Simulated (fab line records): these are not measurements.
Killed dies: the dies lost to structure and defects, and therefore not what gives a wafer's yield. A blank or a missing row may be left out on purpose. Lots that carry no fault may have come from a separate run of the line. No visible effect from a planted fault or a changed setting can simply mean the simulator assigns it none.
fab line records / flow berkeley-cmos170
[record] lots = 6 wafers = 18 last-day = 12
route steps=331 shown NLDD@159 SPACER@171
lots untouched by any fault: they come from a run of this same line in which no faults occurred
start-h: the number of hours between the record's first day and the start of the first shown wafer of the lot / wait-h: hours elapsed since this lot's preceding step / " as in the row above / L1.1+2: one row covering several wafers at once / - value missing, or start not given / * or withheld: withheld / < > ~ a bound
route shown NAME@n: NAME is a module with steps in the file, n the number in the route of the first one / usual: the fault-free wafers' mean and standard deviation / same: alike in all rows / chamber/n: place in a boat / sites: readings site by site / _std_site: their standard deviation / _edge_site: outer sites' mean less inner sites' / radius-mm: how far each site lies from the wafer's centre / mask NAME#n: copy n / behind: tool/chamber where the wafer was last shaped / hold: cause of the lot's hold/its duration in hours/its outcome / device: whichever transistor did not switch (one of n, p or np) / end of line: at the end of the route, the tests of the same wafers / a step without rows: its recipe alone / killed: count of dies lost to structure and defects at first sort (not the wafer's yield) / map: shows each die of a wafer: x if killed, . if not, _ if none is there
set.NAME: the setting the step ran with; set.NAME@STEP: the setting that earlier step ran with / model.NAME: the simulator's own value behind a step, which no gauge read
lots at some steps of the route; a table a step, a row a wafer
services: a tool's chamber out of use, with start hour (start-h, from the record's first day; less than 0 if before it), hours out, and reason
[[steps]]
[step UCB170_NLDD_COAT_01]
[recipe] resist = KrF spin-rpm = 1500 resist-thk-nm = 900
[step UCB170_NLDD_SOFTBAKE_02]
[recipe] resist = KrF temp-c = 130 time-s = 60
[step UCB170_NLDD_EXPOSE_03]
[recipe] mask-id = NSELECT na = 0.5 sigma-outer = 0.6 source-shape = conventional target-cd-nm = 1200 dose-mj = 30
[step UCB170_NLDD_PEB_04]
[recipe] peb-temp-c = 130 peb-time-s = withheld resist = KrF
[step UCB170_NLDD_DEVELOP_05]
[recipe] developer = TMAH develop-time-s = 45 resist = KrF dev-temp-c = 21
[step UCB170_NLDD_CD_MEAS_06]
[recipe] target-cd-nm = 1200
[usual] cd-nm = 1200.1/1.3
lot.wafer=L105.2 tool=cd-sem-02 chamber=- start-h=115.19 wait-h=- cd-nm=1200.6
lot.wafer=L105.4 tool=cd-sem-02 chamber=- start-h=115.19 wait-h=- cd-nm=1199.4
lot.wafer=L105.6 tool=cd-sem-02 chamber=- start-h=115.19 wait-h=- cd-nm=1199.9
lot.wafer=L109.3 tool=cd-sem-02 chamber=- start-h=154.61 wait-h=- cd-nm=1201.6
lot.wafer=L109.4 tool=cd-sem-02 chamber=- start-h=154.61 wait-h=- cd-nm=1200.4
lot.wafer=L109.5 tool=cd-sem-02 chamber=- start-h=154.61 wait-h=- cd-nm=1201.4
lot.wafer=L114.2 tool=cd-sem-02 chamber=- start-h=188.51 wait-h=- cd-nm=1202.2
lot.wafer=L114.4 tool=cd-sem-02 chamber=- start-h=188.51 wait-h=- cd-nm=1201.7
lot.wafer=L114.6 tool=cd-sem-02 chamber=- start-h=188.51 wait-h=- cd-nm=1201.0
lot.wafer=L121.1 tool=cd-sem-02 chamber=- start-h=211.40 wait-h=- cd-nm=1200.2
lot.wafer=L121.2 tool=cd-sem-02 chamber=- start-h=211.40 wait-h=- cd-nm=1200.2
lot.wafer=L121.3 tool=cd-sem-02 chamber=- start-h=211.40 wait-h=- cd-nm=1200.6
lot.wafer=L123.2 tool=cd-sem-02 chamber=- start-h=217.42 wait-h=- cd-nm=1201.7
lot.wafer=L123.4 tool=cd-sem-02 chamber=- start-h=217.42 wait-h=- cd-nm=1200.8
lot.wafer=L123.5 tool=cd-sem-02 chamber=- start-h=217.42 wait-h=- cd-nm=1201.2
lot.wafer=L127.1 tool=cd-sem-02 chamber=- start-h=244.13 wait-h=- cd-nm=1200.9
lot.wafer=L127.2 tool=cd-sem-02 chamber=- start-h=244.13 wait-h=- cd-nm=1201.1
lot.wafer=L127.4 tool=cd-sem-02 chamber=- start-h=244.13 wait-h=- cd-nm=1201.2
[step UCB170_NLDD_OVL_MEAS_07]
[usual] NLDD_OVL = 3/5.3
lot.wafer=L105.2 tool=overlay-02 chamber=- start-h=115.29 wait-h=0.1 NLDD_OVL[nm]=10
lot.wafer=L105.4 tool=overlay-02 chamber=- start-h=115.29 wait-h=0.1 NLDD_OVL[nm]=12
lot.wafer=L105.6 tool=overlay-02 chamber=- start-h=115.29 wait-h=0.1 NLDD_OVL[nm]=12
lot.wafer=L109.3 tool=overlay-01 chamber=- start-h=154.71 wait-h=0.1 NLDD_OVL[nm]=4
lot.wafer=L109.4 tool=overlay-01 chamber=- start-h=154.71 wait-h=0.1 NLDD_OVL[nm]=7
lot.wafer=L109.5 tool=overlay-01 chamber=- start-h=154.71 wait-h=0.1 NLDD_OVL[nm]=4
lot.wafer=L114.2 tool=overlay-01 chamber=- start-h=188.62 wait-h=0.1 NLDD_OVL[nm]=15
lot.wafer=L114.4 tool=overlay-01 chamber=- start-h=188.62 wait-h=0.1 NLDD_OVL[nm]=12
lot.wafer=L114.6 tool=overlay-01 chamber=- start-h=188.62 wait-h=0.1 NLDD_OVL[nm]=10
lot.wafer=L121.1 tool=overlay-02 chamber=- start-h=211.52 wait-h=0.1 NLDD_OVL[nm]=1
lot.wafer=L121.2 tool=overlay-02 chamber=- start-h=211.52 wait-h=0.1 NLDD_OVL[nm]=-2
lot.wafer=L121.3 tool=overlay-02 chamber=- start-h=211.52 wait-h=0.1 NLDD_OVL[nm]=-1
lot.wafer=L123.2 tool=overlay-01 chamber=- start-h=217.53 wait-h=0.1 NLDD_OVL[nm]=2
lot.wafer=L123.4 tool=overlay-01 chamber=- start-h=217.53 wait-h=0.1 NLDD_OVL[nm]=6
lot.wafer=L123.5 tool=overlay-01 chamber=- start-h=217.53 wait-h=0.1 NLDD_OVL[nm]=9
lot.wafer=L127.1 tool=overlay-01 chamber=- start-h=244.25 wait-h=0.1 NLDD_OVL[nm]=1
lot.wafer=L127.2 tool=overlay-01 chamber=- start-h=244.25 wait-h=0.1 NLDD_OVL[nm]=-2
lot.wafer=L127.4 tool=overlay-01 chamber=- start-h=244.25 wait-h=0.1 NLDD_OVL[nm]=-4
[step UCB170_NLDD_IMPLANT_08]
[recipe] species = As dose-cm2 = 5e+13 energy-kev = 30 tilt-deg = 7 rotation-deg = 0
[step UCB170_NLDD_IMPLANT_09]
[recipe] species = As dose-cm2 = 5e+13 energy-kev = 30 tilt-deg = 7 rotation-deg = 180
[step UCB170_NLDD_STRIP_10]
[recipe] chemistry = O2 power-w = 400 pressure-mtorr = 3500 platen-temp-c = withheld o2-flow-sccm = 400 overash-fraction = 0.5
[usual] drypump-motor-current-A = 5.6/0.5 oes-product-au = 0.734/0.0044 strip-time-to-endpoint-s = 21.63/0.071
lot.wafer=L105.2 tool=plasma-asher-02 chamber=0 start-h=115.62 wait-h=0.1 drypump-motor-current-A=6.0 oes-product-au=0.731 rf-hours-counter-h=32 strip-time-to-endpoint-s=21.66
lot.wafer=L105.4 tool=plasma-asher-02 chamber=0 start-h=115.62 wait-h=0.1 drypump-motor-current-A=6.0 oes-product-au=0.736 rf-hours-counter-h=- strip-time-to-endpoint-s=21.62
lot.wafer=L105.6 tool=plasma-asher-02 chamber=0 start-h=115.62 wait-h=0.1 drypump-motor-current-A=6.1 oes-product-au=0.738 rf-hours-counter-h=- strip-time-to-endpoint-s=21.72
lot.wafer=L109.3 tool=plasma-asher-01 chamber=1 start-h=155.06 wait-h=0.1 drypump-motor-current-A=5.6 oes-product-au=0.737 rf-hours-counter-h=- strip-time-to-endpoint-s=21.54
lot.wafer=L109.4 tool=plasma-asher-01 chamber=0 start-h=155.06 wait-h=0.1 drypump-motor-current-A=5.0 oes-product-au=0.732 rf-hours-counter-h=- strip-time-to-endpoint-s=21.58
lot.wafer=L109.5 tool=plasma-asher-01 chamber=1 start-h=155.06 wait-h=0.1 drypump-motor-current-A=5.5 oes-product-au=0.738 rf-hours-counter-h=- strip-time-to-endpoint-s=21.62
lot.wafer=L114.2 tool=plasma-asher-01 chamber=1 start-h=188.95 wait-h=0.1 drypump-motor-current-A=5.6 oes-product-au=0.735 rf-hours-counter-h=53 strip-time-to-endpoint-s=21.60
lot.wafer=L114.4 tool=plasma-asher-01 chamber=1 start-h=188.95 wait-h=0.1 drypump-motor-current-A=5.5 oes-product-au=0.738 rf-hours-counter-h=- strip-time-to-endpoint-s=21.60
lot.wafer=L114.6 tool=plasma-asher-01 chamber=1 start-h=188.95 wait-h=0.1 drypump-motor-current-A=5.5 oes-product-au=0.734 rf-hours-counter-h=- strip-time-to-endpoint-s=21.58
lot.wafer=L121.1 tool=plasma-asher-01 chamber=1 start-h=211.86 wait-h=0.1 drypump-motor-current-A=5.5 oes-product-au=0.731 rf-hours-counter-h=56 strip-time-to-endpoint-s=21.60
lot.wafer=L121.2 tool=plasma-asher-01 chamber=0 start-h=211.86 wait-h=0.1 drypump-motor-current-A=5.0 oes-product-au=0.738 rf-hours-counter-h=56 strip-time-to-endpoint-s=21.54
lot.wafer=L121.3 tool=plasma-asher-01 chamber=0 start-h=211.86 wait-h=0.1 drypump-motor-current-A=5.0 oes-product-au=0.739 rf-hours-counter-h=- strip-time-to-endpoint-s=21.61
lot.wafer=L123.2 tool=plasma-asher-01 chamber=1 start-h=217.86 wait-h=0.1 drypump-motor-current-A=5.5 oes-product-au=0.739 rf-hours-counter-h=57 strip-time-to-endpoint-s=21.58
lot.wafer=L123.4 tool=plasma-asher-01 chamber=0 start-h=217.86 wait-h=0.1 drypump-motor-current-A=5.0 oes-product-au=0.742 rf-hours-counter-h=- strip-time-to-endpoint-s=21.56
lot.wafer=L123.5 tool=plasma-asher-01 chamber=0 start-h=217.86 wait-h=0.1 drypump-motor-current-A=5.0 oes-product-au=0.734 rf-hours-counter-h=- strip-time-to-endpoint-s=21.59
lot.wafer=L127.1 tool=plasma-asher-01 chamber=1 start-h=244.58 wait-h=0.1 drypump-motor-current-A=5.5 oes-product-au=0.732 rf-hours-counter-h=60 strip-time-to-endpoint-s=21.77
lot.wafer=L127.2 tool=plasma-asher-01 chamber=0 start-h=244.58 wait-h=0.1 drypump-motor-current-A=5.0 oes-product-au=0.739 rf-hours-counter-h=60 strip-time-to-endpoint-s=21.80
lot.wafer=L127.4 tool=plasma-asher-01 chamber=0 start-h=244.58 wait-h=0.1 drypump-motor-current-A=5.0 oes-product-au=0.733 rf-hours-counter-h=- strip-time-to-endpoint-s=21.73
[step UCB170_NLDD_TW_MEAS_11]
[usual] NLDD_TW = 2206/21
lot.wafer=L105.2 tool=film-metro-04 chamber=- start-h=115.73 wait-h=0.1 NLDD_TW=2197
lot.wafer=L105.4 tool=film-metro-04 chamber=- start-h=115.73 wait-h=0.1 NLDD_TW=2198
lot.wafer=L105.6 tool=film-metro-04 chamber=- start-h=115.73 wait-h=0.1 NLDD_TW=2190
lot.wafer=L109.3 tool=film-metro-01 chamber=- start-h=155.15 wait-h=0.1 NLDD_TW=2170
lot.wafer=L109.4 tool=film-metro-01 chamber=- start-h=155.15 wait-h=0.1 NLDD_TW=2170
lot.wafer=L109.5 tool=film-metro-01 chamber=- start-h=155.15 wait-h=0.1 NLDD_TW=2157
lot.wafer=L114.2 tool=film-metro-04 chamber=- start-h=189.06 wait-h=0.1 NLDD_TW=2233
lot.wafer=L114.4 tool=film-metro-04 chamber=- start-h=189.06 wait-h=0.1 NLDD_TW=2223
lot.wafer=L114.6 tool=film-metro-04 chamber=- start-h=189.06 wait-h=0.1 NLDD_TW=2233
lot.wafer=L121.1 tool=film-metro-02 chamber=- start-h=211.96 wait-h=0.1 NLDD_TW=2206
lot.wafer=L121.2 tool=film-metro-02 chamber=- start-h=211.96 wait-h=0.1 NLDD_TW=2214
lot.wafer=L121.3 tool=film-metro-02 chamber=- start-h=211.96 wait-h=0.1 NLDD_TW=2208
lot.wafer=L123.2 tool=film-metro-04 chamber=- start-h=217.97 wait-h=0.1 NLDD_TW=2214
lot.wafer=L123.4 tool=film-metro-04 chamber=- start-h=217.97 wait-h=0.1 NLDD_TW=2226
lot.wafer=L123.5 tool=film-metro-04 chamber=- start-h=217.97 wait-h=0.1 NLDD_TW=2221
lot.wafer=L127.1 tool=film-metro-02 chamber=- start-h=244.68 wait-h=0.1 NLDD_TW=2217
lot.wafer=L127.2 tool=film-metro-02 chamber=- start-h=244.68 wait-h=0.1 NLDD_TW=2221
lot.wafer=L127.4 tool=film-metro-02 chamber=- start-h=244.68 wait-h=0.1 NLDD_TW=2219
[step UCB170_NLDD_CLEAN_12]
[recipe] chemistry = SPM temp-c = 120 time-s = 600
[step UCB170_SPACER_CVD_00]
[recipe] material = SiO2 target-thk-nm = 376 temp-c = 390 precursor = TEOS/O2 time-s = 47 rf-w = 550 pressure-mtorr = 9000
[usual] heater-power-w = 257/44 susceptor-temp-C = 390.02/0.24
[same] time-s = 47
lot.wafer=L105.2 tool=pecvd-03 chamber=0 start-h=115.96 wait-h=0.0 heater-power-w=204 susceptor-temp-C=390.05
lot.wafer=L105.4 tool=pecvd-03 chamber=1 start-h=115.96 wait-h=0.0 heater-power-w=266 susceptor-temp-C=390.11
lot.wafer=L105.6 tool=pecvd-03 chamber=2 start-h=115.96 wait-h=0.0 heater-power-w=347 susceptor-temp-C=390.25
lot.wafer=L109.3 tool=pecvd-03 chamber=1 start-h=155.36 wait-h=0.0 heater-power-w=262 susceptor-temp-C=389.80
lot.wafer=L109.4 tool=pecvd-03 chamber=0 start-h=155.36 wait-h=0.0 heater-power-w=161 susceptor-temp-C=390.06
lot.wafer=L109.5 tool=pecvd-03 chamber=1 start-h=155.36 wait-h=0.0 heater-power-w=265 susceptor-temp-C=389.89
lot.wafer=L109.3 tool=pecvd-03 chamber=1 start-h=155.57 wait-h=0.2 heater-power-w=264 susceptor-temp-C=389.66
lot.wafer=L109.4 tool=pecvd-03 chamber=0 start-h=155.57 wait-h=0.2 heater-power-w=162 susceptor-temp-C=389.60
lot.wafer=L109.5 tool=pecvd-03 chamber=1 start-h=155.57 wait-h=0.2 heater-power-w=276 susceptor-temp-C=389.72
lot.wafer=L114.2 tool=pecvd-01 chamber=0 start-h=189.28 wait-h=0.0 heater-power-w=242 susceptor-temp-C=390.46
lot.wafer=L114.4 tool=pecvd-01 chamber=0 start-h=189.28 wait-h=0.0 heater-power-w=258 susceptor-temp-C=390.06
lot.wafer=L114.6 tool=pecvd-01 chamber=2 start-h=189.28 wait-h=0.0 heater-power-w=260 susceptor-temp-C=390.13
lot.wafer=L114.2 tool=pecvd-01 chamber=0 start-h=189.49 wait-h=0.2 heater-power-w=259 susceptor-temp-C=389.99
lot.wafer=L114.4 tool=pecvd-01 chamber=0 start-h=189.49 wait-h=0.2 heater-power-w=262 susceptor-temp-C=389.65
lot.wafer=L114.6 tool=pecvd-01 chamber=2 start-h=189.49 wait-h=0.2 heater-power-w=252 susceptor-temp-C=389.97
lot.wafer=L121.1 tool=pecvd-03 chamber=2 start-h=212.21 wait-h=0.0 heater-power-w=288 susceptor-temp-C=390.17
lot.wafer=L121.2 tool=pecvd-03 chamber=0 start-h=212.21 wait-h=0.0 heater-power-w=188 susceptor-temp-C=390.16
lot.wafer=L121.3 tool=pecvd-03 chamber=1 start-h=212.21 wait-h=0.0 heater-power-w=220 susceptor-temp-C=390.36
lot.wafer=L123.2 tool=pecvd-01 chamber=2 start-h=218.30 wait-h=0.0 heater-power-w=270 susceptor-temp-C=390.38
lot.wafer=L123.4 tool=pecvd-01 chamber=1 start-h=218.30 wait-h=0.0 heater-power-w=214 susceptor-temp-C=389.78
lot.wafer=L123.5 tool=pecvd-01 chamber=2 start-h=218.30 wait-h=0.0 heater-power-w=286 susceptor-temp-C=390.07
lot.wafer=L127.1 tool=pecvd-02 chamber=0 start-h=245.17 wait-h=0.0 heater-power-w=176 susceptor-temp-C=389.92
lot.wafer=L127.2 tool=pecvd-02 chamber=2 start-h=245.17 wait-h=0.0 heater-power-w=247 susceptor-temp-C=389.54
lot.wafer=L127.4 tool=pecvd-02 chamber=1 start-h=245.17 wait-h=0.0 heater-power-w=278 susceptor-temp-C=390.24
[step UCB170_SPACER_THK_MEAS_01]
[recipe] reads = SiO2_of_SPACER_CVD_00
[usual] SPACER_TEOS_THK = 376/5.4
lot.wafer=L105.2 tool=film-metro-04 chamber=- start-h=116.01 wait-h=0.0 SPACER_TEOS_THK[nm]=378
lot.wafer=L105.4 tool=film-metro-04 chamber=- start-h=116.01 wait-h=0.0 SPACER_TEOS_THK[nm]=384
lot.wafer=L105.6 tool=film-metro-04 chamber=- start-h=116.01 wait-h=0.0 SPACER_TEOS_THK[nm]=380
lot.wafer=L109.3 tool=film-metro-01 chamber=- start-h=155.64 wait-h=0.0 SPACER_TEOS_THK[nm]=754
lot.wafer=L109.4 tool=film-metro-01 chamber=- start-h=155.64 wait-h=0.0 SPACER_TEOS_THK[nm]=757
lot.wafer=L109.5 tool=film-metro-01 chamber=- start-h=155.64 wait-h=0.0 SPACER_TEOS_THK[nm]=764
lot.wafer=L114.2 tool=film-metro-01 chamber=- start-h=189.71 wait-h=0.2 SPACER_TEOS_THK[nm]=757
lot.wafer=L114.4 tool=film-metro-01 chamber=- start-h=189.71 wait-h=0.2 SPACER_TEOS_THK[nm]=760
lot.wafer=L114.6 tool=film-metro-01 chamber=- start-h=189.71 wait-h=0.2 SPACER_TEOS_THK[nm]=768
lot.wafer=L121.1 tool=film-metro-01 chamber=- start-h=212.29 wait-h=0.1 SPACER_TEOS_THK[nm]=371
lot.wafer=L121.2 tool=film-metro-01 chamber=- start-h=212.29 wait-h=0.1 SPACER_TEOS_THK[nm]=372
lot.wafer=L121.3 tool=film-metro-01 chamber=- start-h=212.29 wait-h=0.1 SPACER_TEOS_THK[nm]=369
lot.wafer=L123.2 tool=film-metro-04 chamber=- start-h=218.35 wait-h=0.0 SPACER_TEOS_THK[nm]=381
lot.wafer=L123.4 tool=film-metro-04 chamber=- start-h=218.35 wait-h=0.0 SPACER_TEOS_THK[nm]=381
lot.wafer=L123.5 tool=film-metro-04 chamber=- start-h=218.35 wait-h=0.0 SPACER_TEOS_THK[nm]=382
lot.wafer=L127.1 tool=film-metro-01 chamber=- start-h=245.21 wait-h=0.0 SPACER_TEOS_THK[nm]=377
lot.wafer=L127.2 tool=film-metro-01 chamber=- start-h=245.21 wait-h=0.0 SPACER_TEOS_THK[nm]=373
lot.wafer=L127.4 tool=film-metro-01 chamber=- start-h=245.21 wait-h=0.0 SPACER_TEOS_THK[nm]=375
[step UCB170_SPACER_ANNEAL_02]
[recipe] temp-c = 900 time-s = 1800 ambient = N2
[step UCB170_SPACER_ETCHBACK_03]
[recipe] stop-on = Si target = SiO2 chemistry = CHF3/CF4/Ar CHF3_flow_sccm = 50 cf4-flow-sccm = 10 Ar_flow_sccm = 120 pressure-mtorr = 200 rf-w = 500 target-depth-a = 3760 time-s = 100
[usual] drypump-motor-current-A = 5.8/0.42 oes-product-au = 0.900/0.015 throttle-valve-pct = 6.41/0.1
[same] time-s = 100
lot.wafer=L105.2 tool=rie-diel-04 chamber=1 start-h=120.25 wait-h=0.1 drypump-motor-current-A=5.6 oes-product-au=0.913 rf-hours-counter-h=3 throttle-valve-pct=6.36 model.etch.depth-nm=377.9
lot.wafer=L105.4 tool=rie-diel-04 chamber=3 start-h=120.25 wait-h=0.1 drypump-motor-current-A=5.6 oes-product-au=0.909 rf-hours-counter-h=0 throttle-valve-pct=6.31 model.etch.depth-nm=384.5
lot.wafer=L105.6 tool=rie-diel-04 chamber=1 start-h=120.25 wait-h=0.1 drypump-motor-current-A=5.6 oes-product-au=0.909 rf-hours-counter-h=- throttle-valve-pct=6.35 model.etch.depth-nm=379.9
lot.wafer=L109.3 tool=rie-diel-01 chamber=0 start-h=160.88 wait-h=0.0 drypump-motor-current-A=5.8 oes-product-au=1.011 rf-hours-counter-h=55 throttle-valve-pct=6.50 model.etch.depth-nm=425.1
lot.wafer=L109.4 tool=rie-diel-01 chamber=2 start-h=160.88 wait-h=0.0 drypump-motor-current-A=6.6 oes-product-au=0.987 rf-hours-counter-h=97 throttle-valve-pct=6.39 model.etch.depth-nm=417.1
lot.wafer=L109.5 tool=rie-diel-01 chamber=1 start-h=160.88 wait-h=0.0 drypump-motor-current-A=5.5 oes-product-au=1.017 rf-hours-counter-h=- throttle-valve-pct=6.52 model.etch.depth-nm=430.5
lot.wafer=L114.2 tool=rie-diel-04 chamber=3 start-h=194.18 wait-h=0.0 drypump-motor-current-A=5.6 oes-product-au=0.975 rf-hours-counter-h=4 throttle-valve-pct=6.30 model.etch.depth-nm=415.7
lot.wafer=L114.4 tool=rie-diel-04 chamber=2 start-h=194.18 wait-h=0.0 drypump-motor-current-A=6.0 oes-product-au=0.999 rf-hours-counter-h=- throttle-valve-pct=6.35 model.etch.depth-nm=425.5
lot.wafer=L114.6 tool=rie-diel-04 chamber=3 start-h=194.18 wait-h=0.0 drypump-motor-current-A=5.6 oes-product-au=0.978 rf-hours-counter-h=- throttle-valve-pct=6.31 model.etch.depth-nm=417.7
lot.wafer=L121.1 tool=rie-diel-01 chamber=3 start-h=215.79 wait-h=0.0 drypump-motor-current-A=5.5 oes-product-au=0.895 rf-hours-counter-h=4 throttle-valve-pct=6.29 model.etch.depth-nm=371.4
lot.wafer=L121.2 tool=rie-diel-01 chamber=2 start-h=215.79 wait-h=0.0 drypump-motor-current-A=6.6 oes-product-au=0.900 rf-hours-counter-h=99 throttle-valve-pct=6.40 model.etch.depth-nm=371.4
lot.wafer=L121.3 tool=rie-diel-01 chamber=3 start-h=215.79 wait-h=0.0 drypump-motor-current-A=5.4 oes-product-au=0.890 rf-hours-counter-h=- throttle-valve-pct=6.28 model.etch.depth-nm=369.4
lot.wafer=L123.2 tool=rie-diel-01 chamber=1 start-h=222.78 wait-h=0.0 drypump-motor-current-A=5.5 oes-product-au=0.921 rf-hours-counter-h=0 throttle-valve-pct=6.52 model.etch.depth-nm=380.8
lot.wafer=L123.4 tool=rie-diel-01 chamber=0 start-h=222.78 wait-h=0.0 drypump-motor-current-A=5.7 oes-product-au=0.922 rf-hours-counter-h=58 throttle-valve-pct=6.47 model.etch.depth-nm=381
lot.wafer=L123.5 tool=rie-diel-01 chamber=1 start-h=222.78 wait-h=0.0 drypump-motor-current-A=5.4 oes-product-au=0.929 rf-hours-counter-h=- throttle-valve-pct=6.51 model.etch.depth-nm=381.9
lot.wafer=L127.1 tool=rie-diel-01 chamber=0 start-h=248.15 wait-h=0.0 drypump-motor-current-A=5.7 oes-product-au=0.919 rf-hours-counter-h=60 throttle-valve-pct=6.47 model.etch.depth-nm=376.7
lot.wafer=L127.2 tool=rie-diel-01 chamber=3 start-h=248.15 wait-h=0.0 drypump-motor-current-A=5.5 oes-product-au=0.891 rf-hours-counter-h=6 throttle-valve-pct=6.30 model.etch.depth-nm=372.4
lot.wafer=L127.4 tool=rie-diel-01 chamber=1 start-h=248.15 wait-h=0.0 drypump-motor-current-A=5.4 oes-product-au=0.918 rf-hours-counter-h=2 throttle-valve-pct=6.50 model.etch.depth-nm=375.4
[[services]]
tool=rie-diel-01 chamber=3 start-h=99.68 hours=- kind=clean
tool=pecvd-01 chamber=- start-h=105.23 hours=2.8 kind=pm
tool=rie-diel-01 chamber=- start-h=108.16 hours=14.6 kind=pm
tool=pecvd-01 chamber=- start-h=132.89 hours=4.5 kind=repair
tool=rie-diel-04 chamber=- start-h=133.30 hours=1.1 kind=repair
tool=pecvd-02 chamber=- start-h=135.50 hours=14.0 kind=pm
tool=pecvd-03 chamber=- start-h=135.67 hours=0.4 kind=repair
tool=pecvd-01 chamber=- start-h=148.97 hours=1.5 kind=repair
tool=plasma-asher-02 chamber=- start-h=157.02 hours=1.9 kind=repair
tool=plasma-asher-02 chamber=- start-h=157.98 hours=4.2 kind=repair
tool=rie-diel-04 chamber=2 start-h=159.62 hours=23.3 kind=repair
tool=pecvd-03 chamber=- start-h=163.66 hours=2.8 kind=pm
tool=pecvd-03 chamber=- start-h=166.94 hours=0.9 kind=repair
tool=rie-diel-01 chamber=2 start-h=169.10 hours=12.9 kind=repair
tool=rie-diel-04 chamber=1 start-h=172.90 hours=39.9 kind=repair
tool=pecvd-01 chamber=2 start-h=190.78 hours=13.8 kind=repair
tool=pecvd-01 chamber=0 start-h=191.52 hours=2.4 kind=repair
tool=pecvd-02 chamber=- start-h=197.03 hours=6.0 kind=pm
tool=pecvd-03 chamber=- start-h=197.86 hours=0.8 kind=repair
tool=plasma-asher-02 chamber=- start-h=199.51 hours=5.9 kind=repair
tool=pecvd-02 chamber=1 start-h=203.37 hours=17.6 kind=repair
tool=rie-diel-01 chamber=0 start-h=213.44 hours=4.2 kind=repair
tool=rie-diel-01 chamber=- start-h=236.00 hours=0.2 kind=repair
tool=pecvd-01 chamber=- start-h=242.50 hours=14.0 kind=pm
[[key]]
[first-sign] step = UCB170_SPACER_CVD_00 reading = visit direction = added
[effect] step = UCB170_SPACER_THK_MEAS_01 reading = SPACER_TEOS_THK direction = up sigmas = 72 usual = 376 struck = 760
[effect] step = UCB170_SPACER_ETCHBACK_03 reading = oes-product-au direction = up sigmas = 6.4 usual = 0.900 struck = 0.995
[model-effect] step = UCB170_SPACER_ETCHBACK_03 value = etch.depth-nm without = 381 struck = 421.9
met-at UCB170_SPACER_CVD_00
struck-wafers L109.3,L109.4,L109.5,L114.2,L114.4,L114.6
later-rows-left-out L109.3,L109.4,L109.5,L114.2,L114.4,L114.6
sort-left-out L109.3,L109.4,L109.5,L114.2,L114.4,L114.6
tester-left-out L109,L114
[fault] kind = repeated-step-whole tool = pecvd-01,pecvd-02,pecvd-03 chamber = - onset-h = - steps = UCB170_SPACER_CVD_00 times = 1 scope = struck-lots-only
// tester-left-out: of these lots the tester's yield and bins aren't shown, on N5 and GAA mostly nor the transistor test; their killed dies are dies lost to structure and defects alone, not to doping, threshold or leakage, so they don't give the yield
// sort-left-out: the simulated sort isn't trusted on such a fault, so these wafers' sort isn't shown, and their yield isn't known
// later-rows-left-out: the simulator's readings of these wafers behind a module that went badly wrong aren't trusted and aren't shown, but for the sort
